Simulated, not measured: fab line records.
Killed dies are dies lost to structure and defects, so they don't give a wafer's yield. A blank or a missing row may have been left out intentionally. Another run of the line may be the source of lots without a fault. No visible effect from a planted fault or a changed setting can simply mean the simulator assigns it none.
Which tool did it? / flow berkeley_cmos170 / 7 lots with 21 wafers sampled at 2 steps, on a route of 331 steps

WHAT EACH GAUGE READ, for each wafer
UCB170_NSD_CD_MEAS_06 targets a cd of 1200 nm.
lot=L964; measured=day 7 23:31; on=cd_sem-01; cd_nm (nm)=1200.3 1199.1 1200.5
lot=L968; measured=day 9 00:02; on=cd_sem-01; cd_nm (nm)=1203.0 1202.7 1202.3
lot=L972; measured=day 9 18:30; on=cd_sem-01; cd_nm (nm)=- - -
lot=L973; measured=day 9 18:56; on=cd_sem-01; cd_nm (nm)=1198.8 1198.8 1198.5
lot=L982; measured=day 12 19:25; on=cd_sem-01; cd_nm (nm)=1196.3 1197.5 1198.7
lot=L981; measured=day 12 19:40; on=cd_sem-02; cd_nm (nm)=1198.2 1197.6 1198.2
lot=L984; measured=day 13 11:58; on=cd_sem-01; cd_nm (nm)=1200.9 1201.0 1200.0

WHICH TOOL RAN EACH LOT (tool, then ch and the chambers of the sampled wafers, then the start)
lot=L964; UCB170_NSD_DEVELOP_05=litho_track-03 ch 0, day 7 23:00
lot=L968; UCB170_NSD_DEVELOP_05=litho_track-01 ch 0, day 8 23:00
lot=L972; UCB170_NSD_DEVELOP_05=litho_track-03, day 9 18:00
lot=L973; UCB170_NSD_DEVELOP_05=litho_track-01 ch 0, day 9 18:00
lot=L982; UCB170_NSD_DEVELOP_05=litho_track-03 ch 0, day 12 19:00
lot=L981; UCB170_NSD_DEVELOP_05=litho_track-03 ch 0, day 12 19:00
lot=L984; UCB170_NSD_DEVELOP_05=litho_track-02 ch 0, day 13 11:00
- UCB170_NSD_DEVELOP_05: develop time 45 s.

THE ANSWER, worked out from the rows above alone
Rule: the usual values come from the lots themselves. The widest of any qualifying gaps counts: lots, ordered by their means at a reading, are off when they make up no more than a third of the lots, leave a main group of 4 or more, and stand apart from it by 3 or more times the standard deviation of that group's means. Not used: any main group whose means are identical at the precision the tables above print for the reading. A lot without any number at a reading at which 4 lots or more have one is off too. Any other lot the step has rows for is counted as sound.
Off at UCB170_NSD_CD_MEAS_06 (cd_nm): L972. Without a number there: L972. The main group has a mean of 1199.6 nm with a standard deviation of 1.8.
A tool fits if, at a process step before that reading, it ran every lot that is off, and no sound lot after the first of them. Those tools and the gauges at UCB170_NSD_CD_MEAS_06 are tried in the same way. No candidate that was tried fits.

WHAT THE SIMULATOR HAD INSERTED
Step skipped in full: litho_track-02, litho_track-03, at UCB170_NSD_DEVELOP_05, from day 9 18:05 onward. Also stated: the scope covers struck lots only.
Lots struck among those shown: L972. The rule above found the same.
